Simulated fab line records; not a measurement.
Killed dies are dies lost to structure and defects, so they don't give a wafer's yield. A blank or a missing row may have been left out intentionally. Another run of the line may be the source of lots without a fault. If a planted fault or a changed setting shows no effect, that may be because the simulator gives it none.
Problem report, 8D (eight disciplines) form, completed by code    flow ritCmos    the parts of the form that need people (team, actions taken, sign-off) are left out

## 1. PROBLEM STATEMENT
Wafers without a fault read 34.56 W, standard deviation 0.048; heaterPowerTotalW at RIT_PLDD_SOFTBAKE_02 reads a mean of 33.44 W on 6 wafers belonging to 2 lots. That puts it -23 standard deviations away from the usual mean.
The step: time 60 s.
The first sign was on wafer L417.1 at day 5 01:01, on lithoTrack-03. Wafers with a number at this step in the record: 18, from 6 lots. Rule for "out" (also "out of limits"): further than 4 standard deviations from the usual mean. Any other wafer with a number is counted as sound.

## 2. WHAT THIS IS AND IS NOT
question                     is                             is not
which readings at this step  heaterPowerTotalW, plateTempC  -
which lots                   L417, L419                     L407, L424, L425, L428
which wafers of those lots   all that have a number         -
read on which tools          lithoTrack-03                  lithoTrack-01, lithoTrack-04
when                         from day 5 01:01               up to then (3 sound wafers); but 9 sound wafers of L424, L425, L428 came after

## 3. WHAT RULES OUT EACH SUSPECT
Counting: any tool at a process step up to the reading is kept as a suspect provided that every lot that is out went through it and no sound lot did after the first of them.
- lithoTrack-03 at RIT_PLDD_SOFTBAKE_02 (time 60 s): kept. It ran every lot that is out, first L417 (day 5 01:01), and no sound lot after that. Out on those wafers are its own readings of heaterPowerTotalW, plateTempC.
Remaining after the count: lithoTrack-03 at RIT_PLDD_SOFTBAKE_02.

## 4. THE CAUSE (what the simulator had put in)
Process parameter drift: lithoTrack-03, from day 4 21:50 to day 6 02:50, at RIT_PLDD_SOFTBAKE_02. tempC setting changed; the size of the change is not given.
The count eliminated every tool but this one.

## 5. SEQUENCE OF EFFECTS, ordered by route
Each row: a reading whose mean over the struck wafers that have a number lies more than 3 standard deviations from the usual. Readings are gone through only where the record gives a usual standard deviation; hours: the median, over the lots, of the time from a lot's start at the first step in this table giving one to that lot's start at this step; sigmas: the change measured in usual standard deviations.
hours  step                  reading            usual    on struck wafers  change  sigmas
0      RIT_PLDD_SOFTBAKE_02  heaterPowerTotalW  34.56 W  33.44             -1.12   -23
0      RIT_PLDD_SOFTBAKE_02  plateTempC         90.02 C  88.02             -2.00   -20
Process steps it contains:
- RIT_PLDD_SOFTBAKE_02: time 60 s.
Later steps that measure or inspect, where all struck wafers having a row at the step show a number for every such reading and not one has moved that far: RIT_PLDD_OVL_MEAS_06.

## 6. WHAT WOULD HAVE CAUGHT IT SOONER
3 hours passed between the start of the fault at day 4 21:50 and the first reading out of limits in this record, taken at day 5 01:01.
